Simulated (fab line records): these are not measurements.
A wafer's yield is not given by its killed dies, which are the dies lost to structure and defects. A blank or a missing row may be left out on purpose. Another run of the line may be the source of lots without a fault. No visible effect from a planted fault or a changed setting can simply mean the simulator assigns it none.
A struck lot beside a sound one ; flow rit cmos ; 34 out of 202 route steps
Sound: these wafers, L556.1, L556.3, L556.5. Struck: wafers L572.2, L572.4, L572.5. Last of all comes the cause.
For every step that has rows: the tool of each side, followed by ch and its chambers, followed by its first start. Under that, the readings that differ: sound wafers ; struck wafers ; difference of the means ; sigmas: that difference in standard deviations of wafers without a fault.
alike: a reading whose means differ by less than 2 such deviations, as well as words and numbers matching on both sides. not compared: withheld readings; readings where some wafer has no value; bounds like >300 that might hide an equal value; numbers whose values overlap and for which the record gives no deviation.
A row with sigmas, a row that says differs or no value, or rows on one side alone: a step with any of these is where the two part. When numbers do not overlap yet have no deviation, they are printed without sigmas and do not part them. Lack of a reading on every wafer of one side parts them only where that side has two or more wafers.

first, 2 steps without rows for these wafers: RIT_SPACER_CLEAN_02 (cleans in SC2, time 600 s); RIT_SPACER_CVD_03 (deposits Si3N4 from SiH2Cl2/NH3, target thk 250 nm, time 3300 s).
RIT_SPACER_THK_MEAS_04:
  struck on film metro-01, day 6 10:53; sound on film metro-01, day 3 05:25
  alike: SPACER_NITRIDE_THK
RIT_SPACER_ETCHBACK_05: etches Si3N4 in SF6/CHF3, stops on SiO2, target depth 250 nm, time 240 s.
  sound on rie diel-02 ch 0,1, day 3 05:28; struck on rie diel-01 ch 0,1,3, day 6 10:56
  alike: drypump motor current A, oes product au, throttle valve pct
  not compared: rf hours counter h
then, 6 steps without rows for these wafers: RIT_NSD_HMDS_00 (prime time 60 s); RIT_NSD_COAT_01 (resist thk 1000 nm); RIT_NSD_SOFTBAKE_02 (time 60 s); RIT_NSD_EXPOSE_03 (exposes mask M9, target cd 40700 nm); RIT_NSD_PEB_04; RIT_NSD_DEVELOP_05 (develop time 50 s).
RIT_NSD_OVL_MEAS_06:
  struck on overlay-02, day 6 11:57; sound on overlay-01, day 3 06:36
  alike: NSD_OVL
then, 1 step without rows for these wafers: RIT_NSD_HARDBAKE_07 (time 60 s).
RIT_NSD_IMPLANT_08:
  sound on implanter-02 ch 0, day 3 06:47; struck on implanter-03 ch 0, day 6 12:28
RIT_NSD_STRIP_09: strips in O2, time 180 s.
  sound on plasma asher-04 ch 0,1, day 3 06:56; struck on plasma asher-02 ch 0, day 6 12:36
  alike: drypump motor current A
  not compared: rf hours counter h
RIT_NSD_TW_MEAS_10:
  struck on film metro-03, day 6 12:47; sound on film metro-04, day 3 07:07
reading;sound;struck;difference;sigmas
NSD_TW;3085 3094 3097;3517 3492 3494;+409;+9
then, 6 steps without rows for these wafers: RIT_PSD_HMDS_00 (prime time 60 s); RIT_PSD_COAT_01 (resist thk 1000 nm); RIT_PSD_SOFTBAKE_02 (time 60 s); RIT_PSD_EXPOSE_03 (exposes mask M10, target cd 40900 nm); RIT_PSD_PEB_04; RIT_PSD_DEVELOP_05 (develop time 50 s).
RIT_PSD_OVL_MEAS_06:
  struck on overlay-02, day 6 13:41; sound on overlay-02, day 3 08:01
  alike: PSD_OVL
then, 2 steps without rows for these wafers: RIT_PSD_HARDBAKE_07 (time 60 s); RIT_PSD_IMPLANT_08.
RIT_PSD_STRIP_09: strips in O2, time 180 s.
  sound on plasma asher-03 ch 0,1, day 3 08:21; struck on plasma asher-03 ch 0,1, day 6 14:01
  alike: drypump motor current A
  not compared: rf hours counter h
RIT_PSD_TW_MEAS_10:
  struck on film metro-04, day 6 14:12; sound on film metro-03, day 3 08:32
  alike: PSD_TW
then, 3 steps without rows for these wafers: RIT_SDANNEAL_CLEAN_00 (cleans in SC1, time 600 s); RIT_SDANNEAL_CLEAN_01 (cleans in dHF, time 30 s); RIT_SDANNEAL_CLEAN_02 (cleans in SC2, time 600 s).
RIT_SDANNEAL_RTA_03: time 5 s.
  sound on rtp anneal-01 ch 0, day 3 08:58; struck on rtp anneal-01 ch 0, day 6 14:38
  alike: wafer_temp_C_max
RIT_SDANNEAL_RS_MEAS_04: a four-point-probe measurement.
  struck on film metro-03, day 6 14:42; sound on film metro-02, day 3 09:02
  alike: PSD_RS
RIT_SDANNEAL_RS_MEAS_05: a four-point-probe measurement.
  struck on film metro-03, day 6 14:49; sound on film metro-02, day 3 09:09
reading;sound;struck;difference;sigmas
NSD_RS (ohm/sq);84.49 84.79 84.61;52.10 52.12 52.16;-32.50;-99 or more
RIT_SDANNEAL_RS_MEAS_06: a four-point-probe measurement.
  struck on film metro-03, day 6 14:56; sound on film metro-02, day 3 09:16
  alike: PLDD_RS
RIT_M1_PROBE_99:
  only the struck wafers here have rows in the record (prober-01, day 6 22:15); the sound ones have none

## WHERE THEY PART
Last at RIT_M1_PROBE_99 as far as this record goes, first at RIT_NSD_TW_MEAS_10.

WHY: what had been put in by the simulator
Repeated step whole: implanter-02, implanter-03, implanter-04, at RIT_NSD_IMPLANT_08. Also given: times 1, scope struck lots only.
